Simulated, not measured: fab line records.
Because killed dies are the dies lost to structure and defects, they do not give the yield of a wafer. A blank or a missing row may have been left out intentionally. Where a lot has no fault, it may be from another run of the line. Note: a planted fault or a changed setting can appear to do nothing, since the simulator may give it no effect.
Problem report in the 8D (eight disciplines) form, filled by code + flow rit_cmos + the parts of the form that need people (team, actions taken, sign-off) are left out

== 1. THE ISSUE ==
RIT_M1_PROBE_99, killed_at_contacts: mean 27.0 over 1 wafer from 1 lot; wafers with no fault: 0.1, standard deviation 0.24. That is +99 or more standard deviations from the usual mean.
The first sign was on wafer L897.1 at day 8 08:35, on prober-01. Wafers with a number at this step in the record: 39, from 13 lots. Rule for "out" (also "out of limits"): further than 4 standard deviations from the usual mean. The other wafers with a number count as sound.

== 2. WHAT IT IS, WHAT IT ISN'T ==
| question                    | is                                             | is not                                                                 |
|-----------------------------|------------------------------------------------|------------------------------------------------------------------------|
| which readings at this step | killed_at_contacts, killed_dies, killed_on_rim | killed_at_front_end, killed_open, killed_short                         |
| which lots                  | L897                                           | L875, L876, L877, L879, L881, L882, L883, L884, L885, L886, L887, L888 |
| which wafers of those lots  | L897.1                                         | L897.5, L897.6                                                         |
| read on which tools         | prober-01                                      | prober-02                                                              |
| when                        | from day 8 08:35                               | up to then (36 sound wafers); but 2 sound wafers of L897 came after    |

== 3. SUSPECTS, AND WHAT RULES EACH OUT ==
Counting: any tool at a process step up to the reading remains a suspect provided it ran every lot that is out. Sound lots after the first of them don't rule it out here, since some wafers of a struck lot are sound.
- rie_diel-03 at RIT_CONTACT_ETCH_11 (etches SiO2 in CHF3/CF4/Ar, stops on TiSi2, target depth 480 nm, time 320 s): kept. L897, the lot that is out, went through it at day 8 03:44; up to then, the latest sound lot through it was L887 at day 5 22:32.
- prober-01 at RIT_M1_PROBE_99: kept. L897, the lot that is out, went through it at day 8 08:35; up to then, the latest sound lot through it was L887 at day 6 03:26. Its own readings are out on those wafers: killed_at_contacts, killed_dies, killed_on_rim.
- In rie_diel-03 at RIT_CONTACT_ETCH_11, the wafers that are out were processed in chamber 1 and their sound lot-mates in chambers 0, 3.
After counting, rie_diel-03 at RIT_CONTACT_ETCH_11 and prober-01 at RIT_M1_PROBE_99 remain.

== 4. THE CAUSE (what the simulator had put in) ==
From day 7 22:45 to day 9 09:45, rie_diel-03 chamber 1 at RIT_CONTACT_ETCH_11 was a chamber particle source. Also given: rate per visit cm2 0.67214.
Of the 2 suspects that counting leaves, this tool is one.

== 5. SEQUENCE OF EFFECTS, ordered by route ==
Each row: a reading whose mean over the struck wafers that have a number lies more than 3 standard deviations from the usual. Only readings whose record carries a usual standard deviation are examined. hours: median over the lots of the time between each lot's start at the first step of this table that gives one and its start at this step. sigmas: the change, counted in usual standard deviations.
| hours | step            | reading            | usual | on struck wafers | change | sigmas      |
|-------|-----------------|--------------------|-------|------------------|--------|-------------|
| 0     | RIT_M1_PROBE_99 | killed_at_contacts | 0.1   | 27.0             | +26.9  | +99 or more |
| 0     | RIT_M1_PROBE_99 | killed_dies        | 6.8   | 30.0             | +23.2  | +8.0        |
| 0     | RIT_M1_PROBE_99 | killed_on_rim      | 1.8   | 8.0              | +6.2   | +4.4        |
Process steps it contains:
- RIT_M1_PROBE_99

== 6. HOW IT WOULD HAVE BEEN CAUGHT EARLIER ==
In this record no reading fell out of limits until day 8 08:35, 10 hours after the fault had begun at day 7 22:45.
No tool reading at RIT_CONTACT_ETCH_11 that has a usual standard deviation in the record was out on any struck wafer, so an alarm limit of 4 standard deviations on those readings would not have fired.
All the lots that are out (1) had begun RIT_CONTACT_ETCH_11 on rie_diel-03 by day 8 08:35. Had the tool been put on hold then, not one of them would have been saved.
